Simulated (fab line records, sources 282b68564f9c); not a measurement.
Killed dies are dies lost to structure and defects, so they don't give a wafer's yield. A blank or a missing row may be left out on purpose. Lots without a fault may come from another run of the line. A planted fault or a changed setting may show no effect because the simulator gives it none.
fab line records | flow rit_cmos | part 2 of 2: steps 35 to 45 of 45
record lots=5 wafers=15 last_day=7
route steps=202 shown PWELL@40 WELLDRIVE@50 NWELL@51 NRETRO@53 PRETRO@64 GATE@75 FOX2@80
lots that met no fault: from a run of the same line without faults
start_h: hours from the record's first day to the start of the lot's first wafer shown | wait_h: hours since the lot's step before | " the same as in the row above | L1.1+2: a row that stands for several wafers | - no value, or no start given | * or withheld: withheld | < > ~ a bound
route shown NAME@n: a module of which the file shows steps, and the number in the route of the first | usual: mean/standard deviation of fault-free wafers | same: alike in all rows | chamber/n: place in a boat | sites: the reading at each site | _std_site: their standard deviation | _edge_site: outer sites' mean less inner sites' | radius_mm: how far each site lies from the wafer's centre | mask NAME#n: copy n | behind: the tool/chamber that last shaped the wafer | hold: why the lot was held/for how many hours/how that ended | device: the transistor (n, p or np) that didn't switch | end of line: the same wafers' tests at the end of the route | a step without rows: its recipe alone | killed: dies lost to structure and defects at the first sort, not the wafer's yield | map: a wafer's dies, x killed, . not, _ none there
set.NAME: the setting as run; set.NAME@STEP: as run at that earlier step | model.NAME: the simulator's own value behind a step, which no gauge read
lots at some steps of the route; a table a step, a row a wafer
services: from which hour (start_h, from the record's first day; less than 0 if before it) a tool's chamber was out of use, for how many hours, and why
## steps
# step RIT_PRETRO_TW_MEAS_10
# usual PRETRO_TW=480/8.1
# columns lot.wafer tool chamber start_h wait_h PRETRO_TW
L079.1 film_metro-03 - 57.75 0.1 471
L079.3 " - " " 473
L079.6 " - " " 471
L082.1 film_metro-01 - 72.63 0.1 491
L082.3 " - " " 489
L082.6 " - " " 491
L090.4 film_metro-03 - 111.96 0.1 472
L090.5 " - " " 469
L090.6 " - " " 467
L091.1 film_metro-03 - 118.53 0.1 472
L091.3 " - " " 471
L091.5 " - " " 470
L096.2 film_metro-01 - 142.78 0.1 489
L096.4 " - " " 489
L096.6 " - " " 490
# step RIT_GATE_WET_ETCH_00
# recipe chemistry=BOE target=SiO2 target_depth_nm=56 time_s=60 dry=n2_spin dilution=10:1 temp_c=21.5
# columns lot.wafer tool chamber start_h wait_h
L079.1+3+6 wet_bench-03 2 57.81 0.1
L082.1+3+6 wet_bench-02 0 72.69 0.1
L090.4+5+6 wet_bench-04 3 111.99 0.0
L091.1+3+5 wet_bench-03 0 118.59 0.1
L096.2+4+6 wet_bench-04 3 142.83 0.0
# step RIT_GATE_CLEAN_01
# recipe chemistry=SC1 mix=3:3:50 time_s=600 temp_c=75
# usual bath_guard_temp_C=75.2/0.54
# columns lot.wafer tool chamber start_h wait_h bath_guard_temp_C
L079.1 wet_bench-04 0 57.83 0.0 75.5
L079.3 " 0 " " 75.8
L079.6 " 0 " " 75.9
L082.1 wet_bench-04 3 72.71 0.0 75.0
L082.3 " 3 " " 75.2
L082.6 " 3 " " 75.1
L090.4 wet_bench-03 1 112.02 0.0 75.4
L090.5 " 1 " " 75.8
L090.6 " 1 " " 75.2
L091.1 wet_bench-04 2 118.62 0.0 75.5
L091.3 " 2 " " 76.2
L091.5 " 2 " " 75.9
L096.2 wet_bench-02 0 142.85 0.0 75.2
L096.4 " 0 " " 75.1
L096.6 " 0 " " 75.0
# step RIT_GATE_CLEAN_02
# recipe chemistry=dHF dilution=50:1 time_s=30
# columns lot.wafer tool chamber start_h wait_h
L079.1+3+6 wet_bench-02 1 58.01 0.0
L082.1+3+6 wet_bench-03 2 72.89 0.0
L090.4+5+6 wet_bench-02 3 112.19 0.0
L091.1+3+5 wet_bench-02 3 118.81 0.0
L096.2+4+6 wet_bench-03 2 143.03 0.0
# step RIT_GATE_CLEAN_03
# recipe chemistry=SC2 mix=3:3:50 time_s=600 temp_c=75 dry=n2_spin
# usual bath_guard_temp_C=75.0/0.49
# columns lot.wafer tool chamber start_h wait_h bath_guard_temp_C
L079.1 wet_bench-03 1 58.03 0.0 75.5
L079.3 " 1 " " 75.8
L079.6 " 1 " " 75.7
L082.1 wet_bench-04 3 72.90 0.0 74.8
L082.3 " 3 " " 75.0
L082.6 " 3 " " 75.3
L090.4 wet_bench-04 1 112.21 0.0 74.5
L090.5 " 1 " " 74.7
L090.6 " 1 " " 75.0
L091.1 wet_bench-03 0 118.82 0.0 75.1
L091.3 " 0 " " 75.3
L091.5 " 0 " " 75.3
L096.2 wet_bench-04 3 143.05 0.0 75.0
L096.4 " 3 " " 74.8
L096.6 " 3 " " 75.2
# step RIT_GATE_CLEAN_04
# recipe chemistry=dHF dilution=50:1 time_s=60 dry=n2_spin
# columns lot.wafer tool chamber start_h wait_h
L079.1+3+6 wet_bench-04 2 58.22 0.0
L082.1+3+6 wet_bench-03 2 73.08 0.0
L090.4+5+6 wet_bench-03 1 112.39 0.0
L091.1+3+5 wet_bench-04 3 119.00 0.0
L096.2+4+6 wet_bench-02 3 143.24 0.0
# step RIT_FOX2_THK_MEAS_91
# recipe reads=SiO2_of_FOX2_OXIDATION_00
# usual FIELD_OXIDE_LEFT_2_THK=253/5.1
# columns lot.wafer tool chamber start_h wait_h FIELD_OXIDE_LEFT_2_THK[nm]
L079.1 film_metro-02 - 58.24 0.0 250
L079.3 " - " " 252
L079.6 " - " " 250
L082.1 film_metro-02 - 73.10 0.0 248
L082.3 " - " " 251
L082.6 " - " " 253
L090.4 film_metro-01 - 112.44 0.0 258
L090.5 " - " " 255
L090.6 " - " " 254
L091.1 film_metro-01 - 119.03 0.0 255
L091.3 " - " " 257
L091.5 " - " " 256
L096.2 film_metro-03 - 143.27 0.0 252
L096.4 " - " " 254
L096.6 " - " " 257
# step RIT_GATE_OXIDATION_05
# recipe temp_c=900 ambient=O2 target_thk_a=30 ox_time_s=270
# usual spike_tc_centre_C=903.2/0.99 tube_center_temp_C_max=902.3/0.37
# columns lot.wafer tool chamber start_h wait_h spike_tc_centre_C tube_center_temp_C_max
L079.1 furnace-01 0 59.65 1.4 902.1 902.4
L079.3 " 0 " " 902.0 902.1
L079.6 " 0 " " 903.1 903.1
L082.1 furnace-02 0 75.91 2.8 901.5 902.2
L082.3 " 0 " " 903.9 902.1
L082.6 " 0 " " 903.2 902.3
L090.4 furnace-02 0 113.29 0.8 904.2 902.0
L090.5 " 0 " " 904.3 902.2
L090.6 " 0 " " 903.5 903.1
L091.1 furnace-02 0 119.69 0.7 903.3 902.4
L091.3 " 0 " " 902.3 902.2
L091.5 " 0 " " 901.1 902.5
L096.2 furnace-03 0 143.32 0.0 903.2 902.3
L096.4 " 0 " " 903.6 902.4
L096.6 " 0 " " 903.7 902.4
# step RIT_GATE_ANNEAL_06
# recipe temp_c=900 time_s=600 ambient=N2O
# usual spike_tc_centre_C=903.3/1.1 tube_center_temp_C_max=902.3/0.36
# columns lot.wafer tool chamber start_h wait_h spike_tc_centre_C tube_center_temp_C_max
L079.1 furnace-02 0 62.05 1.3 905.2 902.1
L079.3 " 0 " " 904.1 902.9
L079.6 " 0 " " 904.5 902.9
L082.1 furnace-01 0 77.21 0.2 903.7 903.2
L082.3 " 0 " " 902.2 902.0
L082.6 " 0 " " 904.2 902.2
L090.4 furnace-02 0 114.37 0.0 902.8 902.2
L090.5 " 0 " " 903.1 902.0
L090.6 " 0 " " 902.6 901.4
L091.1 furnace-03 0 121.24 0.5 904.6 901.9
L091.3 " 0 " " 905.1 902.6
L091.5 " 0 " " 903.8 902.4
L096.2 furnace-03 0 144.40 0.0 903.4 901.9
L096.4 " 0 " " 904.4 902.4
L096.6 " 0 " " 903.2 903.2
# step RIT_GATE_THK_MEAS_07
# recipe reads=SiO2_of_GATE_OXIDATION_05
# usual GATE_OXIDE_THK=3.01/0.07
# columns lot.wafer tool chamber start_h wait_h GATE_OXIDE_THK[nm]
L079.1 film_metro-03 - 62.30 0.0 2.96
L079.3 " - " " 2.91
L079.6 " - " " 3.00
L082.1 film_metro-01 - 77.46 0.0 3.04
L082.3 " - " " 3.06
L082.6 " - " " 3.06
L090.4 film_metro-01 - 114.65 0.0 2.98
L090.5 " - " " 2.96
L090.6 " - " " 2.99
L091.1 film_metro-01 - 121.49 0.0 3.02
L091.3 " - " " 3.06
L091.5 " - " " 3.07
L096.2 film_metro-02 - 144.66 0.0 2.92
L096.4 " - " " 2.99
L096.6 " - " " 2.96
# step RIT_GATE_CVD_08
# recipe material=poly-Si target_thk_nm=250 temp_c=610 precursor=SiH4 time_s=2220 pressure_mtorr=300 sih4_flow_sccm=100
# usual pressure_mtorr=300.1/0.58 spike_tc_centre_C=612.2/1.4 susceptor_temp_C=610.00/0.28
# columns lot.wafer tool chamber start_h wait_h pressure_mtorr spike_tc_centre_C susceptor_temp_C
L079.1 lpcvd-02 0 62.36 0.1 301.1 613.2 610.09
L079.3 " 0 " " 300.1 615.2 610.24
L079.6 " 0 " " 301.5 612.3 610.04
L082.1 lpcvd-01 1 77.52 0.1 299.5 612.2 610.30
L082.3 " 1 " " 300.0 613.0 610.36
L082.6 " 1 " " 300.4 613.5 610.05
L090.4 lpcvd-02 1 114.68 0.0 299.2 611.1 609.58
L090.5 " 1 " " 299.9 610.1 609.99
L090.6 " 1 " " 299.4 611.5 610.07
L091.1 lpcvd-02 0 121.55 0.1 299.9 612.4 609.85
L091.3 " 0 " " 300.1 613.3 609.93
L091.5 " 0 " " 299.4 615.9 609.83
L096.2 lpcvd-02 0 144.71 0.0 301.2 613.4 609.08
L096.4 " 0 " " 299.9 614.3 610.08
L096.6 " 0 " " 300.3 615.1 609.36
## services
# columns tool chamber start_h hours kind
iline_stepper-02 0 31.23 - calibration
implanter-02 - 37.09 1.7 repair
furnace-02 - 40.63 3.0 pm
wet_bench-02 - 49.65 4.4 pm
implanter-02 - 68.94 6.0 repair
implanter-03 - 88.18 2.9 repair
furnace-02 - 89.09 3.4 pm
implanter-02 - 99.61 3.7 pm
implanter-04 - 100.21 2.7 pm
furnace-03 - 100.39 4.7 pm
wet_bench-03 - 102.07 3.7 repair
iline_stepper-01 0 104.23 - calibration
plasma_asher-03 - 108.75 9.0 pm
plasma_asher-03 0 108.75 9.0 vent_cycle
plasma_asher-03 1 108.75 9.0 vent_cycle
plasma_asher-03 0 117.75 - clean
plasma_asher-03 1 117.75 - clean
iline_stepper-02 - 120.58 1.7 pm
iline_stepper-01 - 127.32 1.7 pm
implanter-01 - 135.63 15.8 repair
implanter-02 - 137.85 14.8 repair
